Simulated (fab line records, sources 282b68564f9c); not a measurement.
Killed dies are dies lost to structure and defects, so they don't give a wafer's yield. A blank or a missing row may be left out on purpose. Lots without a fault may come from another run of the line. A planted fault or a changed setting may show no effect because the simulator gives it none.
fab line records | flow rit_cmos
record lots=15 wafers=45 last_day=7
route steps=202 shown CONTACT@180 M1@202
lots that met no fault: from a run of the same line without faults
start_h: hours from the record's first day to the start of the lot's first wafer shown | wait_h: hours since the lot's step before | " the same as in the row above | L1.1+2: a row that stands for several wafers | - no value, or no start given | * or withheld: withheld | < > ~ a bound
route shown NAME@n: a module of which the file shows steps, and the number in the route of the first | usual: mean/standard deviation of fault-free wafers | same: alike in all rows | chamber/n: place in a boat | sites: the reading at each site | _std_site: their standard deviation | _edge_site: outer sites' mean less inner sites' | radius_mm: how far each site lies from the wafer's centre | mask NAME#n: copy n | behind: the tool/chamber that last shaped the wafer | hold: why the lot was held/for how many hours/how that ended | device: the transistor (n, p or np) that didn't switch | end of line: the same wafers' tests at the end of the route | a step without rows: its recipe alone | killed: dies lost to structure and defects at the first sort, not the wafer's yield | map: a wafer's dies, x killed, . not, _ none there
set.NAME: the setting as run; set.NAME@STEP: as run at that earlier step | model.NAME: the simulator's own value behind a step, which no gauge read
steps of the route over a sample of lots; a table a step, a row a wafer
services: from which hour (start_h, from the record's first day; less than 0 if before it) a tool's chamber was out of use, for how many hours, and why
## steps
# step RIT_CONTACT_STRIP_12
# recipe chemistry=O2 time_s=180 resist=NOVOLAK platen_temp_c=withheld power_w=500 pressure_mtorr=4000 o2_flow_sccm=4000
# usual drypump_motor_current_A=5.6/0.41
# columns lot.wafer tool chamber start_h wait_h drypump_motor_current_A rf_hours_counter_h
L821.1 plasma_asher-04 1 59.23 0.1 6.0 41
L821.3 " 0 " " 5.3 -
L821.6 " 1 " " 6.0 -
L824.1 plasma_asher-02 1 75.13 0.1 5.3 46
L824.4 " 1 " " 5.2 -
L824.5 " 1 " " 5.3 -
L825.1 plasma_asher-03 1 79.25 0.1 5.4 24
L825.4 " 0 " " 5.2 -
L825.5 " 1 " " 5.4 -
L826.1 plasma_asher-02 0 83.88 0.1 6.2 47
L826.5 " 0 " " 6.2 -
L826.6 " 1 " " 5.3 -
L827.1 plasma_asher-04 0 87.70 0.1 5.3 44
L827.4 " 0 " " 5.3 -
L827.5 " 0 " " 5.3 -
L828.3 plasma_asher-04 1 96.71 0.2 6.1 -
L828.4 " 0 " " 5.3 -
L828.6 " 0 " " 5.3 -
L829.1 plasma_asher-02 0 104.40 0.1 6.2 49
L829.2 " 1 " " 5.2 49
L829.4 " 1 " " 5.2 -
L830.2 plasma_asher-03 1 107.30 0.1 5.4 27
L830.3 " 0 " " 5.2 -
L830.6 " 0 " " 5.1 -
L831.2 plasma_asher-04 1 109.60 0.2 6.0 46
L831.3 " 1 " " 6.0 -
L831.5 " 0 " " 5.3 -
L832.1 plasma_asher-03 1 116.99 0.1 5.4 27
L832.4 " 0 " " 5.2 -
L832.6 " 0 " " 5.1 -
L833.4 plasma_asher-02 1 120.97 0.2 5.2 -
L833.5 " 0 " " 6.2 -
L833.6 " 1 " " 5.3 -
L838.2 plasma_asher-02 1 147.79 0.1 5.2 3
L838.5 " 1 " " 5.3 -
L838.6 " 0 " " 6.2 -
L839.4 plasma_asher-02 1 149.83 0.2 5.3 -
L839.5 " 1 " " 5.3 -
L839.6 " 0 " " 6.2 -
L840.1 plasma_asher-03 0 157.36 0.1 5.1 32
L840.3 " 1 " " 5.4 -
L840.6 " 0 " " 5.2 -
L842.4 plasma_asher-02 0 169.18 0.2 6.2 -
L842.5 " 0 " " 6.2 -
L842.6 " 1 " " 5.3 -
# step RIT_M1_PROBE_99
# usual killed_at_M0_to_M3=0.0/0.18 killed_at_contacts=0.1/0.32 killed_at_front_end=7/3 killed_dies=7/3.1 killed_on_rim=1.9/1.5 killed_open=3.3/1.8 killed_short=3.6/2
# same gross_dies=264 killed_at_M4_up=0 killed_at_back_side=0 killed_at_other=0
# columns lot.wafer tool chamber start_h wait_h killed_at_M0_to_M3 killed_at_contacts killed_at_front_end killed_dies killed_on_rim killed_open killed_short
L824.1 prober-01 - 79.79 0.1 0 0 10 10 2 3 7
L824.4 prober-01 - 79.94 0.2 0 0 13 13 3 6 7
L824.5 prober-01 - 79.99 0.2 0 0 8 8 2 6 2
L826.1 prober-01 - 88.99 0.1 0 0 6 6 2 1 5
L826.5 prober-01 - 89.19 0.2 0 0 2 2 0 0 2
L826.6 prober-01 - 89.24 0.2 0 0 3 3 1 1 2
L830.2 prober-01 - 112.32 0.1 0 0 7 7 2 2 5
L830.3 prober-01 - 112.37 0.2 0 0 8 8 2 5 3
L830.6 prober-01 - 112.52 0.2 0 0 7 7 1 2 5
L831.2 prober-02 - 114.63 0.1 0 0 5 5 4 3 2
L831.3 prober-02 - 114.68 0.2 0 1 4 5 3 4 1
L831.5 prober-02 - 114.78 0.2 0 0 6 6 0 3 3
L832.1 prober-01 - 121.81 0.1 0 0 4 4 2 2 2
L832.4 prober-01 - 121.96 0.2 0 0 14 14 5 9 5
L832.6 prober-01 - 122.06 0.2 0 0 9 9 4 5 4
L833.4 prober-02 - 125.72 0.2 0 0 6 6 1 3 3
L833.5 prober-02 - 125.77 0.2 0 2 10 12 3 7 5
L833.6 prober-02 - 125.82 0.2 0 0 12 12 4 3 9
L838.2 prober-01 - 152.62 0.1 0 35 8 43 12 2 6
L838.5 prober-01 - 152.77 0.2 0 30 3 33 9 2 1
L838.6 prober-01 - 152.82 0.2 0 23 7 30 12 3 4
L839.4 prober-02 - 154.74 0.2 0 32 5 37 10 2 3
L839.5 prober-02 - 154.79 0.2 0 28 3 31 7 1 2
L839.6 prober-02 - 154.84 0.2 0 23 5 28 10 1 4
L842.4 prober-01 - 174.29 0.2 0 18 7 25 10 2 4
L842.5 prober-01 - 174.34 0.2 0 22 8 30 10 4 4
L842.6 prober-01 - 174.39 0.2 0 33 6 39 10 4 2
# killed by level:class
L824.1 GATE:geometric_particle:open=2 GATE:geometric_particle:short=2 REOX:geometric_particle:short=2 FOX2:geometric_particle:short=1 REOX:geometric_particle:open=1 SPACER:geometric_particle:short=1 SILICIDE:geometric_particle:short=1
L824.4 GATE:geometric_particle:open=4 FOX2:geometric_particle:short=3 GATE:geometric_particle:short=3 FOX1:geometric_particle:open=1 FOX2:geometric_particle:open=1 SPACER:geometric_particle:short=1
L824.5 FOX1:geometric_particle:open=3 REOX:geometric_particle:open=2 FOX2:geometric_particle:open=1 FOX2:geometric_particle:short=1 SPACER:geometric_particle:short=1
L826.1 GATE:geometric_particle:short=5 GATE:geometric_particle:open=1
L826.5 GATE:geometric_particle:short=2
L826.6 FOX1:geometric_particle:short=1 GATE:geometric_particle:short=1 REOX:geometric_particle:open=1
L830.2 REOX:geometric_particle:short=3 GATE:geometric_particle:short=1 GATE:geometric_particle:open=1 REOX:geometric_particle:open=1 SILICIDE:geometric_particle:short=1
L830.3 GATE:geometric_particle:open=3 REOX:geometric_particle:short=2 FOX1:geometric_particle:open=1 GATE:geometric_particle:short=1 REOX:geometric_particle:open=1
L830.6 GATE:geometric_particle:short=3 FOX1:geometric_particle:short=1 SPACER:geometric_particle:short=1 SPACER:geometric_particle:open=1 SILICIDE:geometric_particle:open=1
L831.2 GATE:geometric_particle:open=2 SPACER:geometric_particle:short=1 SILICIDE:geometric_particle:open=1 SILICIDE:geometric_particle:short=1
L831.3 GATE:geometric_particle:open=2 FOX1:geometric_particle:open=1 GATE:geometric_particle:short=1 CONTACT:geometric_particle:open=1
L831.5 GATE:geometric_particle:open=2 FOX1:geometric_particle:short=1 FOX1:geometric_particle:open=1 GATE:geometric_particle:short=1 SILICIDE:geometric_particle:short=1
L832.1 FOX1:geometric_particle:short=1 FOX1:geometric_particle:open=1 GATE:geometric_particle:short=1 GATE:geometric_particle:open=1
L832.4 SILICIDE:geometric_particle:open=5 GATE:geometric_particle:open=2 SILICIDE:geometric_particle:short=2 FOX1:geometric_particle:short=1 REOX:geometric_particle:open=1 REOX:geometric_particle:short=1 SPACER:geometric_particle:open=1 SPACER:geometric_particle:short=1
L832.6 FOX2:geometric_particle:open=2 GATE:geometric_particle:open=2 FOX1:geometric_particle:short=1 GATE:geometric_particle:short=1 REOX:geometric_particle:open=1 REOX:geometric_particle:short=1 SPACER:geometric_particle:short=1
L833.4 FOX1:geometric_particle:open=3 FOX1:geometric_particle:short=2 SILICIDE:geometric_particle:short=1
L833.5 GATE:geometric_particle:open=2 SILICIDE:geometric_particle:open=2 CONTACT:geometric_particle:short=2 FOX1:geometric_particle:open=1 FOX1:geometric_particle:short=1 FOX2:geometric_particle:open=1 SPACER:geometric_particle:open=1 SPACER:geometric_particle:short=1
L833.6 SILICIDE:geometric_particle:short=4 GATE:geometric_particle:open=2 FOX1:geometric_particle:open=1 FOX1:geometric_particle:short=1 FOX2:geometric_particle:short=1 GATE:geometric_particle:short=1 REOX:geometric_particle:short=1 SPACER:geometric_particle:short=1
L838.2 CONTACT:unspecified=35 FOX1:geometric_particle:short=2 GATE:geometric_particle:open=2 SPACER:geometric_particle:short=2 FOX2:geometric_particle:short=1 GATE:geometric_particle:short=1
L838.5 CONTACT:unspecified=30 SPACER:geometric_particle:open=2 SPACER:geometric_particle:short=1
L838.6 CONTACT:unspecified=23 FOX1:geometric_particle:short=2 FOX1:geometric_particle:open=1 FOX2:geometric_particle:open=1 GATE:geometric_particle:open=1 REOX:geometric_particle:short=1 SPACER:geometric_particle:short=1
L839.4 CONTACT:unspecified=32 GATE:geometric_particle:short=3 FOX1:geometric_particle:open=1 REOX:geometric_particle:open=1
L839.5 CONTACT:unspecified=28 FOX1:geometric_particle:short=1 GATE:geometric_particle:open=1 SILICIDE:geometric_particle:short=1
L839.6 CONTACT:unspecified=23 GATE:geometric_particle:short=2 FOX1:geometric_particle:short=1 GATE:geometric_particle:open=1 SPACER:geometric_particle:short=1
L842.4 CONTACT:unspecified=18 SPACER:geometric_particle:short=3 ACTIVE:geometric_particle:open=1 FOX1:geometric_particle:short=1 GATE:geometric_particle:open=1 PRETRO:coat_microbubble_printed=1
L842.5 CONTACT:unspecified=22 REOX:geometric_particle:open=2 FOX1:geometric_particle:short=1 FOX1:geometric_particle:open=1 FOX2:geometric_particle:short=1 GATE:geometric_particle:short=1 GATE:geometric_particle:open=1 REOX:geometric_particle:short=1
L842.6 CONTACT:unspecified=33 SPACER:geometric_particle:open=2 FOX1:geometric_particle:open=1 FOX1:geometric_particle:short=1 GATE:geometric_particle:short=1 SILICIDE:geometric_particle:open=1
## services
# columns tool chamber start_h hours kind
plasma_asher-04 - 66.74 3.4 repair
plasma_asher-03 - 107.98 6.8 repair
plasma_asher-02 - 108.75 9.0 pm
plasma_asher-02 0 108.75 9.0 vent_cycle
plasma_asher-02 1 108.75 9.0 vent_cycle
plasma_asher-02 0 117.75 - clean
plasma_asher-02 1 117.75 - clean
plasma_asher-04 - 155.19 0.7 repair
## key
first_sign step=RIT_M1_PROBE_99 reading=killed_at_contacts direction=up sigmas=27 usual=0.1 struck=27.1
effect step=RIT_M1_PROBE_99 reading=killed_dies direction=up sigmas=8.5 usual=7 struck=33
met_at RIT_CONTACT_STRIP_12
struck_lots L838,L839,L842
tester_left_out L838,L839,L842
onset_between 120.97 147.79
fault kind=chamber_particle_source tool=plasma_asher-02 chamber=- onset_h=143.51 steps=RIT_CONTACT_STRIP_12 rate_per_visit_cm2=1.003 end_h=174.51
# tester_left_out: of these lots the tester's yield and bins aren't shown, on N5 and GAA mostly nor the transistor test; their killed dies are dies lost to structure and defects alone, not to doping, threshold or leakage, so they don't give the yield
